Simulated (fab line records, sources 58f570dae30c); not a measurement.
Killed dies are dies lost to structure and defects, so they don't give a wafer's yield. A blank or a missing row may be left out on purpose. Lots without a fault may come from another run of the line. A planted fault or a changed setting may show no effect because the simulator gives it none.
Tool commonality check | flow berkeley_cmos170 | 13 lots, 39 wafers sampled

WHY IT WAS OPENED
At UCB170_PWELL_THK_MEAS_06 the reading PWELL_NITRIDE_THK is flagged on 2 of 13 lots. Wafers without a fault read 219.4 nm, standard deviation 2.6.
Rule: a lot is flagged when every wafer of it that has a number lies more than 4 standard deviations from that mean, or none has a number. The other lots count as sound.

lot  | measured    | on            | PWELL_NITRIDE_THK (nm), wafer by wafer | flag
L988 | day 2 22:23 | film_metro-04 | 220.3 221.1 220.4                      |
L990 | day 3 07:16 | film_metro-04 | 220.5 221.6 222.5                      |
L989 | day 3 07:16 | film_metro-03 | 219.3 220.9 219.8                      |
L991 | day 3 17:00 | film_metro-01 | 222.3 220.8 221.4                      |
L992 | day 3 22:45 | film_metro-01 | 216.2 215.8 218.6                      |
L993 | day 3 22:45 | film_metro-04 | 215.9 214.2 214.5                      |
L998 | day 5 04:55 | film_metro-04 | 184.7 184.0 184.5                      | FLAGGED
L997 | day 5 04:56 | film_metro-03 | 186.2 184.4 184.4                      | FLAGGED
L100 | day 5 08:47 | film_metro-01 | 221.8 221.5 222.2                      |
L101 | day 5 18:44 | film_metro-04 | 223.6 223.8 222.8                      |
L106 | day 6 13:37 | film_metro-04 | 221.7 221.8 223.0                      |
L108 | day 7 03:19 | film_metro-04 | 219.3 220.9 218.8                      |
L111 | day 7 20:42 | film_metro-04 | 221.6 219.5 220.3                      |
The numbers of the flagged lots are 184.7 nm on average: -34.7 nm against the usual, or -13 standard deviations.

WHICH TOOL RAN EACH LOT
The record holds 2 process steps before the reading, out of a route of 331 steps. In each cell: the tool, then ch and the chambers that the sampled wafers went through, then the start.
lot  | flag    | UCB170_NWELL_STRIP_15               | UCB170_PWELL_CVD_05
L988 |         | plasma_asher-02 ch 0,1, day 2 08:59 | lpcvd-01 ch 0, day 2 20:27
L990 |         | plasma_asher-02 ch 0,1, day 2 16:34 | lpcvd-01 ch 1, day 3 05:21
L989 |         | plasma_asher-04 ch 0,1, day 2 16:41 | lpcvd-01 ch 0, day 3 05:21
L991 |         | plasma_asher-02 ch 0,1, day 3 00:52 | lpcvd-02 ch 0, day 3 15:05
L992 |         | plasma_asher-02 ch 0,1, day 3 06:32 | lpcvd-02 ch 0, day 3 20:50
L993 |         | plasma_asher-04 ch 0,1, day 3 06:49 | lpcvd-02 ch 1, day 3 20:50
L998 | FLAGGED | plasma_asher-03 ch 0,1, day 4 09:54 | lpcvd-02 ch 1, day 5 03:00
L997 | FLAGGED | plasma_asher-02 ch 1, day 4 10:09   | lpcvd-02 ch 1, day 5 03:00
L100 |         | plasma_asher-04 ch 0,1, day 4 19:16 | lpcvd-01 ch 1, day 5 06:51
L101 |         | plasma_asher-04 ch 0,1, day 5 04:02 | lpcvd-01 ch 0, day 5 15:52
L106 |         | plasma_asher-03 ch 0,1, day 5 22:50 | lpcvd-01 ch 1, day 6 11:41
L108 |         | plasma_asher-04 ch 0,1, day 6 12:23 | lpcvd-01 ch 1, day 7 01:23
L111 |         | plasma_asher-02 ch 0,1, day 7 03:20 | lpcvd-01 ch 1, day 7 18:46
What these steps do:
- UCB170_NWELL_STRIP_15: strips in O2.
- UCB170_PWELL_CVD_05: deposits Si3N4 from SiH2Cl2/NH3, target thk 220 nm, time 3300 s.
- UCB170_PWELL_THK_MEAS_06

FLAGGED OVER TOTAL, TOOL BY TOOL (the gauges that took the reading come last)
step                     | tool            | lots run | flagged | share of the flagged lots | sound lots run after its first flagged lot
UCB170_NWELL_STRIP_15    | plasma_asher-02 | 6        | 1       | some                      | 1 (L111)
UCB170_NWELL_STRIP_15    | plasma_asher-03 | 2        | 1       | some                      | 1 (L106)
UCB170_NWELL_STRIP_15    | plasma_asher-04 | 5        | 0       | none                      | -
UCB170_PWELL_CVD_05      | lpcvd-01        | 8        | 0       | none                      | -
UCB170_PWELL_CVD_05      | lpcvd-02        | 5        | 2       | all                       | 0
UCB170_PWELL_THK_MEAS_06 | film_metro-01   | 3        | 0       | none                      | -
UCB170_PWELL_THK_MEAS_06 | film_metro-03   | 2        | 1       | some                      | 0
UCB170_PWELL_THK_MEAS_06 | film_metro-04   | 8        | 1       | some                      | 4 (L101,L106,L108,L111)

WHAT THE TABLE ALLOWS
1 row of the table ran every flagged lot: lpcvd-02 at UCB170_PWELL_CVD_05.
- lpcvd-02 at UCB170_PWELL_CVD_05: 2 of its 5 lots flagged. Its last sound lot is L992 (day 3 20:50), its first flagged lot L997 (day 5 03:00): a fault that began between those two fits. Its own readings lie more than 4 standard deviations out on every wafer of the flagged lots: nh3_flow_sccm.
One tool is left: lpcvd-02 at UCB170_PWELL_CVD_05.

WHAT THE SIMULATOR HAD PUT IN
Process parameter drift: lpcvd-02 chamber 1, from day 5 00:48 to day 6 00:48, at UCB170_PWELL_CVD_05. Setting nh3_flow_sccm, moved by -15, from 75. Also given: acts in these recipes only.
Lots struck among those shown: L998, L997. The rule above found the same.
